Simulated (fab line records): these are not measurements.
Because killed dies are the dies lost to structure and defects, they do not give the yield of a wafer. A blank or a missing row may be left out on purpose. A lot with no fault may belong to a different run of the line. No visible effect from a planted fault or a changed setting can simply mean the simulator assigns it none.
A lot that was struck, set against a sound lot + flow berkeley cmos170 + 23 out of 331 route steps
Sound: the wafers L679.2, L679.3, L679.4. Struck: wafers L689.1, L689.3, L689.4. Last of all comes the cause.
Each step with rows lists, per side, the tool, then ch with its chambers, then its first start. Under that, the readings that differ: sound wafers + struck wafers + difference of the means + sigmas: that difference in standard deviations of wafers without a fault.
alike: a reading whose means differ by less than 2 such deviations, as well as words and numbers matching on both sides. not compared: withheld readings; readings where some wafer has no value; bounds like >300 that might hide an equal value; numbers whose values overlap and for which the record gives no deviation.
Wherever a step has rows on one side only, a row that says differs or no value, or a row with sigmas, the two part there. Non-overlapping numbers with no deviation appear without sigmas and do not part them. A reading that every wafer of one side lacks parts them only if that side has two wafers or more.

UCB170_M2_OVL_MEAS_16:
  sound on overlay-01 at day 8 11:02; struck on overlay-02 at day 11 05:11
  alike: M2_OVL
UCB170_M2_ETCH_17: etches BARC in N2/H2.
  sound on rie diel-03 ch 0,2,3, day 8 11:04; struck on rie diel-01 ch 0,1,2, day 11 05:13
  alike: drypump motor current A, oes product au, throttle valve pct
UCB170_M2_METAL_ETCH_18: etches Al in Cl2/BCl3, stops on SiO2, target depth 1170 nm, time 195 s.
  sound on rie metal-02 ch 0,1, day 8 11:06; struck on rie metal-04 ch 0,1, day 11 05:16
  alike: drypump motor current A, mfc cl2 sccm, oes product au, throttle valve pct
  not compared: rf hours counter h
UCB170_M2_STRIP_19: strips in O2.
  sound on plasma asher-03 ch 0,1, day 8 11:17; struck on plasma asher-03 ch 0,1, day 11 05:26
  alike: drypump motor current A, oes product au
  not compared: rf hours counter h
UCB170_M2_CD_MEAS_90: the cd target is 700 nm.
  sound on cd sem-02 at day 8 11:25; struck on cd sem-01 at day 11 05:32
  alike: cd nm
UCB170_V2_CVD_00: deposits SiO2 from TEOS/O2, target thk 2000 nm, time 250 s.
  sound on pecvd-03 ch 0,1,2, day 8 11:31; struck on pecvd-04 ch 0,2, day 11 05:40
  alike: heater power w
UCB170_V2_THK_MEAS_01:
  sound on film metro-03 at day 8 11:41; struck on film metro-02 at day 11 05:49
  alike: V2_TEOS_THK
UCB170_V2_CMP_02: polishes SiO2.
  sound on cmp-02 ch 0,1,2, day 8 11:47; struck on cmp-01 ch 0,1,3, day 11 05:53
  alike: motor current A
UCB170_V2_BOW_MEAS_03:
  sound on film metro-03 at day 8 12:03; struck on film metro-02 at day 11 06:11
  alike: V2_BOW
UCB170_V2_THK_MEAS_04:
  sound on film metro-03 at day 8 12:10; struck on film metro-02 at day 11 06:18
  alike: V2_POLISHED_THK
then, 2 steps without rows for these wafers: UCB170_V2_CLEAN_05 (cleans in DIW); UCB170_V2_HMDS_06 (prime time 60 s).
UCB170_V2_COAT_07: resist thk 900 nm.
  sound on litho track-01 ch 0, day 8 12:34; struck on litho track-01 ch 0, day 11 07:13
| reading                             | sound             | struck            | difference | sigmas |
|-------------------------------------|-------------------|-------------------|------------|--------|
| chill plate temp C (C)              | 23.17 23.19 23.02 | 22.72 22.91 22.85 | -0.30      | -3     |
| model.KrF_of_V2_COAT_07.thk nm (nm) | 897 897.8 898.9   | 971.5 971.5 969.7 | +73.0      |        |
then, 4 steps without rows for these wafers: UCB170_V2_SOFTBAKE_08 (time 60 s); UCB170_V2_EXPOSE_09 (exposes mask VIA2, target cd 700 nm); UCB170_V2_PEB_10; UCB170_V2_DEVELOP_11 (develop time 45 s).
UCB170_V2_CD_MEAS_12: the cd target is 700 nm.
  sound on cd sem-02 at day 8 13:15; struck on cd sem-02 at day 11 09:02
| reading    | sound             | struck            | difference | sigmas |
|------------|-------------------|-------------------|------------|--------|
| cd nm (nm) | 702.0 701.2 700.9 | 698.7 698.1 698.4 | -3.0       | -2     |
UCB170_V2_OVL_MEAS_13:
  sound on overlay-02 at day 8 13:22; struck on overlay-02 at day 11 09:10
  alike: V2_OVL
UCB170_V2_ETCH_14: etches SiO2 in CHF3/CF4/Ar, stops on Al, target depth 1250 nm, time 291 s.
  sound on rie diel-02 ch 1,2, day 8 13:23; struck on rie diel-04 ch 0,1,3, day 11 09:12
| reading                             | sound             | struck            | difference | sigmas |
|-------------------------------------|-------------------|-------------------|------------|--------|
| model.KrF_of_V2_COAT_07.thk nm (nm) | 602.2 600.9 606.4 | 679.1 680.9 677.1 | +75.9      |        |
  alike: CHF3_flow_sccm, drypump motor current A, oes product au, throttle valve pct
  not compared: rf hours counter h
UCB170_V2_STRIP_15: strips in O2.
  sound on plasma asher-02 ch 0,1, day 8 13:34; struck on plasma asher-03 ch 0,1, day 11 09:23
| reading                      | sound             | struck            | difference | sigmas |
|------------------------------|-------------------|-------------------|------------|--------|
| strip time to endpoint s (s) | 15.13 15.09 15.21 | 16.89 16.93 16.84 | +1.74      | +17    |
  alike: drypump motor current A, oes product au
  not compared: rf hours counter h
UCB170_V2_CD_MEAS_90: the cd target is 700 nm.
  sound on cd sem-02 at day 8 13:46; struck on cd sem-02 at day 11 09:29
| reading    | sound             | struck            | difference | sigmas |
|------------|-------------------|-------------------|------------|--------|
| cd nm (nm) | 701.1 701.3 701.1 | 699.1 698.0 697.5 | -3.0       | -2     |
UCB170_M3_PROBE_99:
  only the struck wafers here have rows in the record (prober-01, day 11 12:20); the sound ones have none

## WHERE THEY PART
At UCB170_V2_COAT_07 first; at UCB170_M3_PROBE_99 last (within this record only).

WHY: what had been put in by the simulator
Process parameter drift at UCB170_V2_COAT_07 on litho track-01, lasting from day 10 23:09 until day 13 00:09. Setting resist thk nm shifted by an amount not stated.
